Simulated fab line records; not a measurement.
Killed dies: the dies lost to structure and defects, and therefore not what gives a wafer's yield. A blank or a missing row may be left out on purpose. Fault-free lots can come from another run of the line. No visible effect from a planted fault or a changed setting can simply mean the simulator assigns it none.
Commonality check across tools    flow rit_cmos    Sampled: 14 lots, 42 wafers

THE REASON FOR OPENING IT
Of 14 lots, 2 have the reading SPACER_NITRIDE_THK flagged at RIT_SPACER_THK_MEAS_04. No-fault wafers: 250.3 nm, standard deviation 2.8.
Rule: a lot gets a flag if all its wafers with a number sit over 4 standard deviations from that mean, or if no wafer of it has a number. As for the other lots, they are considered sound.

lot   measured     on             SPACER_NITRIDE_THK (nm), wafer by wafer  flag
L190  day 3 14:23  film_metro-01  247.9 247.5 247.6                        
L191  day 3 21:03  film_metro-04  248.1 249.6 249.6                        
L192  day 4 03:05  film_metro-04  250.9 248.4 248.1                        
L193  day 4 04:15  film_metro-02  249.0 250.0 250.1                        
L194  day 4 06:37  film_metro-04  253.8 251.1 250.6                        
L195  day 4 15:51  film_metro-01  249.6 249.5 248.7                        
L197  day 5 00:05  film_metro-02  133.1 131.2 133.8                        FLAGGED
L199  day 5 11:02  film_metro-04  131.4 131.1 129.9                        FLAGGED
L205  day 6 16:18  film_metro-02  250.8 251.8 251.7                        
L206  day 6 23:46  film_metro-04  255.5 254.7 255.6                        
L208  day 7 21:54  film_metro-04  255.4 255.4 257.0                        
L209  day 7 22:11  film_metro-02  249.9 246.8 248.1                        
L210  day 7 23:49  film_metro-04  257.1 254.9 256.5                        
L211  day 8 08:26  film_metro-04  249.7 251.5 250.2                        
The mean of the flagged lots' numbers is 131.8 nm, -118.6 nm from the usual (-42 standard deviations).

TOOL THAT RAN EACH LOT
2 process steps preceding the reading are held in the record, out of 202 steps in the route. In each cell: the tool, then ch and the chambers that the sampled wafers went through, then the start.
lot   flag     RIT_NLDD_STRIP_09                    RIT_SPACER_CVD_03
L190           plasma_asher-02 ch 0,1, day 3 07:34  lpcvd-01 ch 1, day 3 12:28
L191           plasma_asher-03 ch 0, day 3 15:10    lpcvd-02 ch 1, day 3 18:10
L192           plasma_asher-02 ch 0,1, day 3 23:02  lpcvd-02 ch 1, day 4 01:10
L193           plasma_asher-03 ch 0,1, day 3 23:13  lpcvd-01 ch 0, day 4 02:20
L194           plasma_asher-01 ch 0,1, day 4 02:23  lpcvd-02 ch 0, day 4 04:41
L195           plasma_asher-01 ch 0,1, day 4 10:49  lpcvd-02 ch 1, day 4 12:58
L197  FLAGGED  plasma_asher-02 ch 0,1, day 4 20:02  lpcvd-02 ch 1, day 4 22:11
L199  FLAGGED  plasma_asher-03 ch 0,1, day 5 06:00  lpcvd-02 ch 1, day 5 09:07
L205           plasma_asher-02 ch 0,1, day 6 12:22  lpcvd-01 ch 1, day 6 14:22
L206           plasma_asher-03 ch 0,1, day 6 19:41  lpcvd-01 ch 0, day 6 21:51
L208           plasma_asher-01 ch 0,1, day 7 17:53  lpcvd-01 ch 1, day 7 19:58
L209           plasma_asher-03 ch 0,1, day 7 17:58  lpcvd-02 ch 0, day 7 20:16
L210           plasma_asher-02 ch 0,1, day 7 18:16  lpcvd-01 ch 0, day 7 21:53
L211           plasma_asher-02 ch 0,1, day 8 04:29  lpcvd-02 ch 0, day 8 06:31
What is done by these steps:
- RIT_NLDD_STRIP_09: strips in O2, time 180 s.
- RIT_SPACER_CVD_03: deposits Si3N4 from SiH2Cl2/NH3, target thk 250 nm, time 3300 s.
- RIT_SPACER_THK_MEAS_04

FLAGGED AGAINST TOTAL, ONE TOOL AT A TIME (gauges that did the reading follow at the end)
step                    tool             lots run  flagged  share of the flagged lots  sound lots run after its first flagged lot
RIT_NLDD_STRIP_09       plasma_asher-01  3         0        none                       -
RIT_NLDD_STRIP_09       plasma_asher-02  6         1        some                       3 (L205,L210,L211)
RIT_NLDD_STRIP_09       plasma_asher-03  5         1        some                       2 (L206,L209)
RIT_SPACER_CVD_03       lpcvd-01         6         0        none                       -
RIT_SPACER_CVD_03       lpcvd-02         8         2        all                        2 (L209,L211)
RIT_SPACER_THK_MEAS_04  film_metro-01    2         0        none                       -
RIT_SPACER_THK_MEAS_04  film_metro-02    4         1        some                       2 (L205,L209)
RIT_SPACER_THK_MEAS_04  film_metro-04    8         1        some                       4 (L206,L208,L210,L211)

WHAT THE TABLE ALLOWS
All flagged lots share 1 row of the table, namely lpcvd-02 at RIT_SPACER_CVD_03.
- lpcvd-02 at RIT_SPACER_CVD_03 ran 8 lots, 2 of them flagged. After the first flagged lot (L209, L211), sound lots still ran on it; a lasting fault on the whole tool would not permit that.
Not one row of the table ran every flagged lot while running no sound lot after the first.

WHAT THE SIMULATOR HAD PUT IN
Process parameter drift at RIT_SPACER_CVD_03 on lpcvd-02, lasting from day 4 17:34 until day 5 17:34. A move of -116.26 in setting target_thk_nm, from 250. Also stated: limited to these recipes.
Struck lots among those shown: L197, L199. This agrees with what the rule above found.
